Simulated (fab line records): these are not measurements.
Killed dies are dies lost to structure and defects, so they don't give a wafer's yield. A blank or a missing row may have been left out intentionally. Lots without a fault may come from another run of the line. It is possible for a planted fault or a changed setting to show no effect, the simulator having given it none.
The tool behind it: which one? | flow berkeley-cmos170 | route of 331 steps, sampled at 1 step: 7 lots, 21 wafers

== WHAT EACH GAUGE READ, for each wafer ==
UCB170_NVT_OVL_MEAS_06.
lot  | measured     | on         | NVT_OVL (nm)
L272 | day 6 21:40  | overlay-01 | -2 0 0
L273 | day 7 08:07  | overlay-02 | -1 -3 -1
L277 | day 7 16:21  | overlay-02 | 4 -4 0
L284 | day 9 19:55  | overlay-02 | 5 5 7
L286 | day 10 16:25 | overlay-01 | 9 10 13
L289 | day 11 04:06 | overlay-01 | -11 -10 -10
L291 | day 11 18:40 | overlay-02 | -11 -14 -13

== WHICH TOOL RAN EACH LOT (tool, then ch and the chambers of the sampled wafers, then the start) ==
Before these readings, the record contains no process step.

== THE ANSWER, worked out from the rows above alone ==
Rule: the usual values come from the lots themselves. Put in order of their means at a reading, lots are off if they are a third of the lots or fewer, leave a main group of 4 or more, and stand apart from it by a gap of 3 or more times the standard deviation of the main group's means; of several such gaps the widest counts. A main group whose means are all the same, to the digits that the tables above print for the reading, isn't used. Also off: a lot with no number at a reading for which 4 or more lots have one. The other lots that the step has rows for count as sound.
None of the lots is off at any reading shown; this tells nothing.

== WHAT THE SIMULATOR HAD PUT IN ==
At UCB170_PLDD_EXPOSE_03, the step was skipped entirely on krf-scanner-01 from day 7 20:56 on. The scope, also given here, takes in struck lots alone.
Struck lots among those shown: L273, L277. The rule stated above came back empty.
